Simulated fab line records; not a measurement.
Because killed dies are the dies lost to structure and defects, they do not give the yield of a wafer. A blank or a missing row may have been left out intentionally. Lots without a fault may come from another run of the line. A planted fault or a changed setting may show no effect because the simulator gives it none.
Shared-tool check | flow berkeley_cmos170 | Sampled: 14 lots, 42 wafers

## WHY IT WAS OPENED
At UCB170_NLDD_OVL_MEAS_07 the reading NLDD_OVL is flagged on 2 of 14 lots. No-fault wafers: 1 nm, standard deviation 5.5.
Rule: a lot is flagged when every wafer of it that has a number lies more than 4 standard deviations from that mean, or none has a number. The other lots count as sound.

lot  | measured     | on         | NLDD_OVL (nm), wafer by wafer | flag
L657 | day 7 01:49  | overlay-01 | -3 1 3                        |
L656 | day 7 02:01  | overlay-01 | -6 -1 -1                      |
L658 | day 7 20:41  | overlay-02 | 7 6 6                         |
L661 | day 8 04:20  | overlay-02 | 6 2 1                         |
L660 | day 8 04:53  | overlay-01 | 5 6 2                         |
L659 | day 8 05:19  | overlay-01 | -3 -6 -2                      |
L664 | day 8 20:30  | overlay-02 | 1 0 -4                        |
L667 | day 9 17:18  | overlay-02 | 264 258 255                   | FLAGGED
L665 | day 9 17:39  | overlay-02 | 259 259 269                   | FLAGGED
L669 | day 9 23:08  | overlay-01 | -3 -2 -6                      |
L673 | day 10 15:46 | overlay-02 | -2 -3 2                       |
L675 | day 12 01:49 | overlay-02 | 1 -7 -7                       |
L678 | day 12 19:16 | overlay-02 | 3 3 6                         |
L679 | day 12 19:32 | overlay-01 | -3 -1 -6                      |
On average the flagged lots' numbers are 261 nm, which is +260 nm against the usual, or +47 standard deviations.

## TOOL THAT RAN EACH LOT
The record holds 1 process step before the reading, out of a route of 331 steps. Read each cell as the tool, then ch plus the chambers that the sampled wafers visited, then the start.
lot  | flag    | UCB170_NLDD_EXPOSE_03
L657 |         | krf_scanner-02 ch 0, day 7 00:55
L656 |         | krf_scanner-02 ch 0, day 7 01:18
L658 |         | krf_scanner-02 ch 0, day 7 20:11
L661 |         | krf_scanner-02 ch 0, day 8 03:13
L660 |         | krf_scanner-01 ch 0, day 8 04:04
L659 |         | krf_scanner-02 ch 0, day 8 04:35
L664 |         | krf_scanner-02 ch 0, day 8 19:59
L667 | FLAGGED | krf_scanner-01 ch 0, day 9 15:59
L665 | FLAGGED | krf_scanner-01 ch 0, day 9 16:16
L669 |         | krf_scanner-02 ch 0, day 9 22:24
L673 |         | krf_scanner-02 ch 0, day 10 14:59
L675 |         | krf_scanner-02 ch 0, day 12 01:19
L678 |         | krf_scanner-02 ch 0, day 12 18:20
L679 |         | krf_scanner-02 ch 0, day 12 18:50
These steps, and what they do:
- UCB170_NLDD_EXPOSE_03: exposes mask NSELECT, target cd 1200 nm.
- UCB170_NLDD_OVL_MEAS_07

## FLAGGED OVER TOTAL, TOOL BY TOOL (the gauges that took the reading come last)
step                    | tool           | lots run | flagged | share of the flagged lots | sound lots run after its first flagged lot
UCB170_NLDD_EXPOSE_03   | krf_scanner-01 | 3        | 2       | all                       | 0
UCB170_NLDD_EXPOSE_03   | krf_scanner-02 | 11       | 0       | none                      | -
UCB170_NLDD_OVL_MEAS_07 | overlay-01     | 6        | 0       | none                      | -
UCB170_NLDD_OVL_MEAS_07 | overlay-02     | 8        | 2       | all                       | 3 (L673,L675,L678)

## WHAT THE TABLE PERMITS
Every flagged lot went through 2 rows of the table: krf_scanner-01 at UCB170_NLDD_EXPOSE_03 and overlay-02 at UCB170_NLDD_OVL_MEAS_07.
- krf_scanner-01 at UCB170_NLDD_EXPOSE_03 ran 3 lots, 2 of them flagged. Its last sound lot is L660 (day 8 04:04), its first flagged lot L667 (day 9 15:59): a fault that began between those two fits.
- overlay-02 at UCB170_NLDD_OVL_MEAS_07 ran 8 lots, 2 of them flagged. After the first flagged lot (L673, L675, L678), sound lots still ran on it; a lasting fault on the whole tool would not permit that.
One tool is left: krf_scanner-01 at UCB170_NLDD_EXPOSE_03.

## WHAT THE SIMULATOR PUT IN
Scanner matching overlay: krf_scanner-01, from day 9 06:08 on, at UCB170_NLDD_EXPOSE_03. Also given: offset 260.
Struck lots among those shown: L667, L665. The same result came from the rule above.
